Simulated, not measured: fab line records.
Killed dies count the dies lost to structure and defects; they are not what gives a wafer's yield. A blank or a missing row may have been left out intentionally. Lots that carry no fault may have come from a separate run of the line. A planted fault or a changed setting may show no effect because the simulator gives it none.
Which tool was responsible?    flow berkeley cmos170    Sampling: 14 lots, 42 wafers, 2 of 331 route steps

## WHAT EACH GAUGE READ, for each wafer
UCB170_START_BOW_MEAS_00. Usual: INCOMING_BOW gives -1 um (standard deviation 6.2).
lot   measured     on             INCOMING_BOW (um)  flag
L619  day 1 10:00  film metro-04  6 8 -6             
L620  day 1 15:02  film metro-04  -5 6 -11           
L622  day 2 01:00  film metro-03  -9 -6 3            
L623  day 2 06:00  film metro-04  2 3 10             
L624  day 2 11:01  film metro-01  0 -1 6             
L625  day 2 16:01  film metro-03  -3 0 9             
L626  day 2 21:01  film metro-04  -11 1 0            
L627  day 3 02:01  film metro-04  6 0 -3             
L628  day 3 07:00  film metro-01  -2 4 2             
L629  day 3 12:00  film metro-03  -4 -4 -1           
L630  day 3 17:00  film metro-03  -7 -3 -5           
L633  day 4 08:00  film metro-01  3 -5 2             
L635  day 4 18:01  film metro-04  4 -9 0             
L638  day 5 09:00  film metro-03  -10 -7 -3          

UCB170_NWELL_THK_MEAS_02. Usual: NWELL_OXIDE_THK gives 26.2 nm (standard deviation 0.43).
lot   measured     on             NWELL_OXIDE_THK (nm)  flag
L619  day 2 03:31  film metro-01  26.1 26.2 25.7        
L620  day 2 03:32  film metro-02  25.8 25.5 25.3        
L622  day 2 18:20  film metro-04  26.3 26.5 26.8        
L623  day 3 00:13  film metro-04  25.9 25.8 26.1        
L624  day 3 05:05  film metro-04  25.9 25.7 26.2        
L625  day 3 11:43  film metro-02  26.3 26.0 26.0        
L626  day 3 11:47  film metro-02  25.7 25.8 26.2        
L627  day 3 11:43  film metro-01  26.4 26.5 26.4        
L628  day 4 01:53  film metro-02  26.3 26.1 27.1        
L629  day 4 07:04  film metro-02  25.9 26.2 26.2        
L630  day 4 07:04  film metro-04  26.1 26.8 26.4        
L633  day 5 03:52  film metro-02  26.9 27.1 27.3        
L635  day 5 08:04  film metro-02  26.7 26.2 26.7        
L638  day 6 02:09  film metro-01  25.8 26.7 26.0        

## WHICH TOOL RAN EACH LOT (tool, then ch and the chambers of the sampled wafers, then the start)
There is no process step in the record ahead of these readings.

## WHAT THE TOOLS THEMSELVES READ (means of the sampled wafers that have a number; where no wafer has one, the mark that the record gives instead)
The record holds no such reading with a usual standard deviation.

## THE ANSWER, worked out from the rows above alone
Rule: take the mean of a lot's wafers that have a number; if it is more than 3 standard deviations from the usual mean, the lot is off. A lot without any number at a reading at which 4 lots or more have one is off too. Where the step has rows for the other lots, those lots are counted as sound. The gauges are gone through in route order, then the tools' own readings, and for those a lot's mean is taken as printed above. At the first step where some lot is off, the reading lying furthest off is the one used; lots without a number count as furthest.
Nothing can be told from this: no lot is off at any reading shown.

## WHAT THE SIMULATOR HAD INSERTED
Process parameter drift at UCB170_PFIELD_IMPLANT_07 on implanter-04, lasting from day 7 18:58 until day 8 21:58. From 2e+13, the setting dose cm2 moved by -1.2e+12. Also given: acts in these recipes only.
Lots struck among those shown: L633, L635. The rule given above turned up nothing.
